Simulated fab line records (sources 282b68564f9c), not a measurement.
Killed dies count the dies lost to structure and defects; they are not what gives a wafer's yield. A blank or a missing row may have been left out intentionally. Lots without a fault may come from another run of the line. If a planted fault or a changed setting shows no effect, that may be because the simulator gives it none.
Which tool is to blame? | flow rit_cmos | 7 lots, 21 wafers sampled, at 2 steps of a route of 202

## WHAT EACH GAUGE READ, for each wafer
RIT_PWELL_TW_MEAS_10.
lot  | measured    | on            | PWELL_TW
L206 | day 2 10:16 | film_metro-04 | 946 941 944
L210 | day 3 05:59 | film_metro-03 | 932 929 934
L215 | day 4 08:19 | film_metro-04 | 974 973 975
L218 | day 4 20:46 | film_metro-03 | 946 939 942
L221 | day 5 11:19 | film_metro-04 | 946 941 947
L224 | day 6 02:39 | film_metro-01 | 944 948 950
L227 | day 6 17:50 | film_metro-03 | 941 939 942

## WHAT TOOL EACH LOT RAN ON (gives the tool, then ch and the chambers of the sampled wafers, and finally the start)
lot  | RIT_PWELL_IMPLANT_08
L206 | implanter-01 ch 0, day 2 09:57
L210 | implanter-01 ch 0, day 3 05:40
L215 | implanter-01 ch 0, day 4 08:02
L218 | implanter-04 ch 0, day 4 20:29
L221 | implanter-02 ch 0, day 5 11:02
L224 | implanter-04 ch 0, day 6 02:20
L227 | implanter-02 ch 0, day 6 17:32
- RIT_PWELL_IMPLANT_08

## THE ANSWER, worked out from the rows above alone
Rule: what is usual is taken from the lots themselves. Put in order of their means at a reading, lots are off if they are a third of the lots or fewer, leave a main group of 4 or more, and stand apart from it by a gap of 3 or more times the standard deviation of the main group's means; of several such gaps the widest counts. The tables above print the reading to a certain number of digits; a main group whose means all agree to those digits is not used. A lot without any number at a reading at which 4 lots or more have one is off too. Where the step has rows for the other lots, those lots are counted as sound.
Off: at RIT_PWELL_TW_MEAS_10 (PWELL_TW), L215. Main group: mean 942, sd 4.9.
A tool fits if, at a process step before that reading, it ran every lot that is off, and no sound lot after the first of them. Those tools and the gauges at RIT_PWELL_TW_MEAS_10 are tried in the same way. One fits: implanter-01 at RIT_PWELL_IMPLANT_08. Its last sound lot is L210 (day 3 05:40), its first lot that is off L215 (day 4 08:02): a fault that began between those two fits.

## WHAT THE SIMULATOR PUT IN
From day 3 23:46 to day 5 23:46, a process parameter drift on implanter-01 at RIT_PWELL_IMPLANT_08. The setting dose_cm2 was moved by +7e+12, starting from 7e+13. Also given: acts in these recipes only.
Shown lots that were struck: L215. This agrees with what the rule above found.
